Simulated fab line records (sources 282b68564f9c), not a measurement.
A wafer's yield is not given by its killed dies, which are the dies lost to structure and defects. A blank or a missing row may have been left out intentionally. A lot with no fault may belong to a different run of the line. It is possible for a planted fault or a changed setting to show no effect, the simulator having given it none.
A lot that was struck, set against a sound lot | flow rit_cmos | 44 out of 202 route steps
Sound: these wafers, L297.1, L297.2, L297.4. Wafers L312.3, L312.4, L312.6 were the ones struck. The cause is named last.
Per side, at each step with rows, come the tool, then ch with its chambers, and then its first start. Under that, the readings that differ: sound wafers | struck wafers | difference of the means | sigmas: that difference in standard deviations of wafers without a fault.
alike: words and numbers the same on both sides, and readings whose means are apart by under 2 such deviations; not compared: readings that were withheld, readings missing a value for some wafer, numbers with overlapping values and no deviation given by the record, and bounds like >300 which may hide the same value.
The two part at a step that has a row with sigmas, a row that says differs or no value, or rows on one side only. Non-overlapping numbers with no deviation appear without sigmas and do not part them. A reading missing from all wafers of one side parts the sides only when that side holds two or more wafers.

first, 1 step without rows for these wafers: RIT_PRETRO_IMPLANT_08.
RIT_PRETRO_STRIP_09: strips in O2, time 180 s.
  sound on plasma_asher-04 ch 0,1, day 3 13:28; struck on plasma_asher-02 ch 0,1, day 6 16:38
  alike: drypump_motor_current_A, rf_refl_power_W
  not compared: rf_hours_counter_h
RIT_PRETRO_TW_MEAS_10:
  sound: film_metro-03 at day 3 13:38; struck: film_metro-01 at day 6 16:47
  alike: PRETRO_TW
then, 5 steps without rows for these wafers: RIT_GATE_WET_ETCH_00 (etches SiO2 in BOE, target depth 56 nm, time 60 s); RIT_GATE_CLEAN_01 (cleans in SC1, time 600 s); RIT_GATE_CLEAN_02 (cleans in dHF, time 30 s); RIT_GATE_CLEAN_03 (cleans in SC2, time 600 s); RIT_GATE_CLEAN_04 (cleans in dHF, time 60.89 s).
RIT_FOX2_THK_MEAS_91:
  sound: film_metro-04 at day 3 14:08; struck: film_metro-03 at day 6 17:16
  alike: FIELD_OXIDE_LEFT_2_THK
then, 2 steps without rows for these wafers: RIT_GATE_OXIDATION_05 (target thk 3 nm, ox time 270 s); RIT_GATE_ANNEAL_06 (time 600 s).
RIT_GATE_THK_MEAS_07:
  sound: film_metro-02 at day 3 15:31; struck: film_metro-02 at day 6 18:43
  alike: GATE_OXIDE_THK
RIT_GATE_CVD_08: deposits poly-Si from SiH4, target thk 250 nm, time 2220 s.
  sound on lpcvd-01 ch 0, day 3 15:35; struck on lpcvd-02 ch 0, day 6 19:14
  reading                                  | sound           | struck            | difference | sigmas
  model.poly-Si_of_GATE_CVD_08.thk_nm (nm) | 250.7 248.7 249 | 266.6 265.7 265.4 | +16.4      |
  alike: zone_power_source_pct
RIT_GATE_THK_MEAS_09:
  sound: film_metro-03 at day 3 18:01; struck: film_metro-03 at day 6 21:41
  reading            | sound             | struck            | difference | sigmas
  GATE_POLY_THK (nm) | 250.8 248.6 248.8 | 266.5 265.7 265.2 | +16.4      | +9
then, 6 steps without rows for these wafers: RIT_GATE_HMDS_10 (prime time 60 s); RIT_GATE_COAT_11 (resist thk 850 nm); RIT_GATE_SOFTBAKE_12 (time 60 s); RIT_GATE_EXPOSE_13 (exposes mask M6, target cd 150 nm); RIT_GATE_PEB_14; RIT_GATE_DEVELOP_15 (develop time 48.27 s).
RIT_GATE_CD_MEAS_16: the cd target is 150 nm.
  sound: cd_sem-02 at day 3 19:29; struck: cd_sem-02 at day 6 22:37
  alike: cd_nm
RIT_GATE_OVL_MEAS_17:
  sound: overlay-02 at day 3 19:36; struck: overlay-01 at day 6 22:43
  alike: GATE_OVL
then, 1 step without rows for these wafers: RIT_GATE_HARDBAKE_18 (time 60 s).
RIT_GATE_ETCH_19: etches poly-Si in SF6/CHF3/O2, stops on SiO2, time 165 s, target depth 312.5 nm.
  sound on rie_si-02 ch 0,1,2, day 3 19:47; struck on rie_si-01 ch 1,2,3, day 6 22:53
  reading                          | sound           | struck            | difference | sigmas
  model.etch.depth_nm (nm)         | 250.7 248.7 249 | 266.6 265.7 265.4 | +16.4      |
  model.GATE.feature_depth_nm (nm) | 250.7 248.7 249 | 266.6 265.7 265.4 | +16.4      |
  alike: drypump_motor_current_A, he_backside_leak_sccm, oes_product_au, throttle_valve_pct
  not compared: rf_hours_counter_h
RIT_GATE_STRIP_20: strips in O2, time 180 s.
  sound on plasma_asher-04 ch 0,1, day 3 19:53; struck on plasma_asher-03 ch 0,1, day 6 23:04
  alike: drypump_motor_current_A, rf_refl_power_W
  not compared: rf_hours_counter_h
RIT_GATE_CD_MEAS_90: the cd target is 150 nm.
  sound: cd_sem-02 at day 3 20:04; struck: cd_sem-01 at day 6 23:13
  alike: cd_nm
then, 4 steps without rows for these wafers: RIT_REOX_CLEAN_00 (cleans in SC1, time 600 s); RIT_REOX_CLEAN_01 (cleans in dHF, time 30 s); RIT_REOX_CLEAN_02 (cleans in SC2, time 600 s); RIT_REOX_OXIDATION_03 (target thk 25.2 nm, ox time 5580 s).
RIT_REOX_THK_MEAS_04:
  sound: film_metro-02 at day 4 00:04; struck: film_metro-02 at day 7 02:14
  alike: REOX_OXIDE_THK
then, 2 steps without rows for these wafers: RIT_NLDD_HMDS_00 (prime time 60 s); RIT_NLDD_COAT_01 (resist thk 1000 nm).
RIT_NLDD_SOFTBAKE_02: time 62.36 s.
  sound on litho_track-04 ch 0, day 4 00:25; struck on litho_track-04 ch 0, day 7 02:37
  alike: plate_sensor_t_centre_C, plate_sensor_t_edge_C, resist_line_temp_C
then, 3 steps without rows for these wafers: RIT_NLDD_EXPOSE_03 (exposes mask M7, target cd 40700 nm); RIT_NLDD_PEB_04; RIT_NLDD_DEVELOP_05 (develop time 50 s).
RIT_NLDD_OVL_MEAS_06:
  sound: overlay-02 at day 4 00:58; struck: overlay-01 at day 7 03:16
  alike: NLDD_OVL
then, 2 steps without rows for these wafers: RIT_NLDD_HARDBAKE_07 (time 60 s); RIT_NLDD_IMPLANT_08.
RIT_NLDD_STRIP_09: strips in O2, time 180 s.
  sound on plasma_asher-01 ch 0,1, day 4 01:19; struck on plasma_asher-01 ch 0,1, day 7 03:38
  alike: drypump_motor_current_A, rf_refl_power_W
  not compared: rf_hours_counter_h
RIT_NLDD_TW_MEAS_10:
  sound: film_metro-01 at day 4 01:29; struck: film_metro-02 at day 7 03:47
  alike: NLDD_TW
RIT_SDANNEAL_CLEAN_02: cleans in SC2, time 600 s.
  sound on wet_bench-03 ch 0, day 4 09:58; struck on wet_bench-04 ch 1, day 7 11:08
  reading                                  | sound           | struck          | difference | sigmas
  model.poly-Si_of_GATE_CVD_08.thk_nm (nm) | 165 163.2 164.5 | 181 179.8 179.7 | +16        |
RIT_M1_PROBE_99:
  sound: prober-01 at day 4 17:26; struck: prober-02 at day 7 18:56
  reading                                          | sound               | struck               | difference | sigmas
  model.etest.nmos_turned.drive_ua_um              | 325.2 324.3 323     | 308.8 303.1 304.1    | -18.8      |
  model.etest.poly_comb_over_steps.leak_log10_a_um | -12.73 -12.48 -12.8 | -10.37 -10.49 -10.61 | +2.18      |
  alike: killed_at_contacts, killed_at_front_end, killed_dies, killed_open, killed_short

## WHERE THEY PART
Within this record, at RIT_GATE_THK_MEAS_09 only. Later steps at which nothing parts them and some readings are alike: RIT_GATE_CD_MEAS_16, RIT_GATE_OVL_MEAS_17, RIT_GATE_ETCH_19, RIT_GATE_STRIP_20, RIT_GATE_CD_MEAS_90, RIT_REOX_THK_MEAS_04, RIT_NLDD_SOFTBAKE_02, RIT_NLDD_OVL_MEAS_06, RIT_NLDD_STRIP_09, RIT_NLDD_TW_MEAS_10, RIT_M1_PROBE_99.

WHY: what had been put in by the simulator
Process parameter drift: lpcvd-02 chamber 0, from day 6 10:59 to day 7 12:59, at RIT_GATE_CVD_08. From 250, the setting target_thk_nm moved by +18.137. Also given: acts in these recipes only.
